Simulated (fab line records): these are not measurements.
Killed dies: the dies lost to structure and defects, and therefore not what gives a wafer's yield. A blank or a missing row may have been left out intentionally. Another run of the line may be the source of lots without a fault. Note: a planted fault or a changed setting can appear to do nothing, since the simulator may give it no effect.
fab line records | flow berkeleyCmos170
record lots=6 wafers=18 lastDay=12
route steps=331 shown M2@273
lots untouched by any fault: they come from a run of this same line in which no faults occurred
startH: hours from the record's first day to the start of the lot's first wafer shown | waitH: hours elapsed since this lot's preceding step | " unchanged from the row above | L1.1+2: a row that stands for several wafers | - no value, or no start was given | * or withheld: withheld | < > ~ a bound
route shown NAME@n: a module of which the file shows steps, and the number in the route of the first | usual: mean/standard deviation taken from wafers without a fault | same: alike in all rows | chamber/n: place in a boat | sites: each site's reading | _std_site: standard deviation of those values | _edge_site: inner sites' mean taken away from outer sites' mean | radiusMm: for every site, how far away it sits from the centre of the wafer | mask NAME#n: copy n | behind: the tool/chamber that last shaped the wafer | hold: cause of the lot's hold/its duration in hours/its outcome | device: which transistor (n, p or np) failed to switch | end of line: the route-end tests of the same wafers | a step without rows: its recipe alone | killed: dies that structure and defects cost at the first sort, which is not the same as the wafer's yield | map: a wafer's dies, x killed, . not, _ none there
set.NAME: the setting the step ran with; set.NAME@STEP: the setting that earlier step ran with | model.NAME: the simulator's own value behind a step, which no gauge read
lots seen at some steps along the route; tables by step, rows by wafer
services: a tool's chamber out of use, with start hour (startH, from the record's first day; less than 0 if before it), hours out, and reason
## steps
# step UCB170_M2_RS_MEAS_02
# recipe thkMeasGauge=four-point-probe reads=Al_of_M2_SPUTTER_01
# usual M2_AL_RS=0.0322/0.00034
# columns lot.wafer tool chamber startH waitH M2_AL_RS[ohm/sq]
L441.1 filmMetro-04 - 204.35 0.0 0.0322
L441.5 " - " " 0.0326
L441.6 " - " " 0.0322
L445.1 filmMetro-03 - 244.80 0.0 0.0324
L445.3 " - " " 0.0324
L445.6 " - " " 0.0325
L451.2 filmMetro-03 - 265.21 0.1 0.0322
L451.3 " - " " 0.0321
L451.5 " - " " 0.0321
L455.1 filmMetro-02 - 272.95 0.0 0.0318
L455.3 " - " " 0.0318
L455.4 " - " " 0.0321
L460.1 filmMetro-02 - 291.66 0.0 0.0323
L460.5 " - " " 0.0326
L460.6 " - " " 0.0322
L458.2 filmMetro-03 - 293.29 0.1 0.0312
L458.5 " - " " 0.0314
L458.6 " - " " 0.0317
# step UCB170_M2_THK_MEAS_03
# recipe thkMeasGauge=xrf reads=Al_of_M2_SPUTTER_01
# usual M2_AL_THK=890/12
# columns lot.wafer tool chamber startH waitH M2_AL_THK[nm]
L441.1 filmMetro-04 - 204.47 0.1 883
L441.5 " - " " 871
L441.6 " - " " 881
L445.1 filmMetro-03 - 244.92 0.1 894
L445.3 " - " " 892
L445.6 " - " " 887
L451.2 filmMetro-03 - 265.32 0.1 895
L451.3 " - " " 901
L451.5 " - " " 899
L455.1 filmMetro-02 - 273.07 0.1 900
L455.3 " - " " 900
L455.4 " - " " 898
L460.1 filmMetro-02 - 291.78 0.1 892
L460.5 " - " " 881
L460.6 " - " " 889
L458.2 filmMetro-03 - 293.40 0.1 917
L458.5 " - " " 915
L458.6 " - " " 905
# step UCB170_M2_HMDS_04
# recipe primeTimeS=60 primeTempC=100
# step UCB170_M2_COAT_05
# recipe resist=KrF spinRpm=1500 resistThkNm=900
# step UCB170_M2_SOFTBAKE_06
# recipe resist=KrF tempC=130 timeS=60
# step UCB170_M2_STRIP_07
# recipe chemistry=O2 powerW=400 pressureMtorr=3500 platenTempC=withheld o2FlowSccm=400 overashFraction=0.5
# usual drypumpMotorCurrentA=5.7/0.46 o2FlowSccm=399.8/1.3 oesProductAu=0.736/0.0048 stripTimeToEndpointS=21.94/0.056
# columns lot.wafer tool chamber startH waitH drypumpMotorCurrentA o2FlowSccm oesProductAu rfHoursCounterH stripTimeToEndpointS
L441.1 plasmaAsher-04 1 204.98 0.1 5.8 399.2 0.732 8 21.89
L441.5 " 0 " " 5.9 398.3 0.730 - 21.98
L441.6 " 1 " " 5.8 399.3 0.736 - 22.01
L445.1 plasmaAsher-03 1 245.78 0.1 5.6 400.7 0.737 50 22.00
L445.3 " 1 " " 5.6 400.9 0.738 - 21.87
L445.6 " 0 " " 5.1 400.7 0.746 - 21.96
L451.2 plasmaAsher-04 0 265.93 0.1 5.9 401.3 0.733 15 21.86
L451.3 " 1 " " 5.9 398.0 0.740 - 21.82
L451.5 " 1 " " 5.9 397.6 0.740 - 21.80
L455.1 plasmaAsher-04 1 273.86 0.1 5.8 400.1 0.732 16 21.84
L455.3 " 0 " " 5.9 400.2 0.735 - 21.89
L455.4 " 1 " " 5.9 402.5 0.735 - 21.90
L460.1 plasmaAsher-03 1 292.29 0.1 5.6 398.2 0.742 56 21.99
L460.5 " 1 " " 5.5 398.7 0.725 - 21.96
L460.6 " 0 " " 5.1 401.1 0.738 - 22.01
L458.2 plasmaAsher-03 0 293.90 0.1 5.1 400.0 0.736 56 21.96
L458.5 " 0 " " 5.1 400.2 0.735 - 21.93
L458.6 " 1 " " 5.5 397.9 0.736 - 21.98
# step UCB170_M2_STRIP_08
# recipe chemistry=DMSO tempC=80 timeS=600 material=KrF
# step UCB170_M2_COAT_09
# recipe resist=BARC tempC=withheld timeS=withheld spinRpm=3000 resistThkNm=withheld
# step UCB170_M2_COAT_10
# recipe resist=KrF spinRpm=1500 resistThkNm=900
# step UCB170_M2_SOFTBAKE_11
# recipe resist=KrF tempC=130 timeS=60
# step UCB170_M2_EXPOSE_12
# recipe maskId=METAL2 targetCdNm=700 na=0.5 sigmaOuter=0.6 sourceShape=conventional doseMj=26
# step UCB170_M2_PEB_13
# recipe pebTempC=130 pebTimeS=withheld resist=KrF
# step UCB170_M2_DEVELOP_14
# recipe developer=TMAH developTimeS=45 resist=KrF devTempC=21
# usual chillPlateTempC=23.01/0.1 developTimeS=45/0 resistLineTempC=23.02/0.11
# columns lot.wafer tool chamber startH waitH chillPlateTempC developTimeS resistLineTempC model.KrF_of_M2_COAT_10.thkNm
L441.1 lithoTrack-03 0 206 - 22.94 45 22.99 882.2
L441.5 " 0 " " 22.97 45 23.15 883.3
L441.6 " 0 " " 22.90 45 23.04 880.4
L445.1 lithoTrack-04 0 246 - 22.88 45 22.98 885.4
L445.3 " 0 " " 23.10 45 22.87 886.5
L445.6 " 0 247 - 22.81 45 22.95 888.1
L451.2 lithoTrack-03 0 268 - 23.06 45 22.91 884.8
L451.3 " 0 " " 22.76 45 22.91 888.5
L451.5 " 0 " " 23.09 45 22.90 884.6
L455.1 lithoTrack-02 0 274 - 23.23 45 23.13 884.6
L455.3 " 0 275 - 23.00 45 23.14 887.6
L455.4 " 0 " " 23.06 45 22.95 886.3
L460.1 lithoTrack-03 - 293 - - - - 896.9
L460.5 " - " " - - - 897.6
L460.6 " - " " - - - 898.1
L458.2 lithoTrack-04 - 295 - - - - 899
L458.5 " - " " - - - 895.1
L458.6 " - " " - - - 898.8
# step UCB170_M2_CD_MEAS_15
# recipe targetCdNm=700
# usual cdNm=699.9/1.7
# columns lot.wafer tool chamber startH waitH cdNm
L441.1 cdSem-02 - 206.64 - 698.1
L441.5 " - " " 699.6
L441.6 " - " " 698.2
L445.1 cdSem-02 - 247.06 - 699.9
L445.3 " - " " 701.4
L445.6 " - " " 700.2
L451.2 cdSem-02 - 268.58 - 696.9
L451.3 " - " " 699.3
L451.5 " - " " 698.9
L455.1 cdSem-02 - 275.10 - 697.6
L455.3 " - " " 698.0
L455.4 " - " " 698.5
L460.1 cdSem-02 - 293.55 - -
L460.5 " - " " -
L460.6 " - " " -
L458.2 cdSem-02 - 295.18 - -
L458.5 " - " " -
L458.6 " - " " -
## services
# columns tool chamber startH hours kind
plasmaAsher-03 - 211.06 1.3 repair
## key
firstSign step=UCB170_M2_DEVELOP_14 reading=toolRecord direction=missing
effect none on later readings
modelEffect step=UCB170_M2_DEVELOP_14 value=KrF_of_M2_COAT_10.thkNm without=883.4 struck=897.6
metAt UCB170_M2_DEVELOP_14
struckWafers L458.2,L458.5,L458.6,L460.1,L460.5,L460.6
laterRowsLeftOut L458.2,L458.5,L458.6,L460.1,L460.5,L460.6
sortLeftOut L458.2,L458.5,L458.6,L460.1,L460.5,L460.6
onsetBetween 268 293
fault kind=skippedStepWhole tool=lithoTrack-03,lithoTrack-04 chamber=- onsetH=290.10 steps=UCB170_M2_DEVELOP_14 scope=struckLotsOnly
# sortLeftOut: the simulated sort isn't trusted on such a fault, so these wafers' sort isn't shown, and their yield isn't known
# laterRowsLeftOut: the simulator's readings of these wafers behind a module that went badly wrong aren't trusted and aren't shown, but for the sort
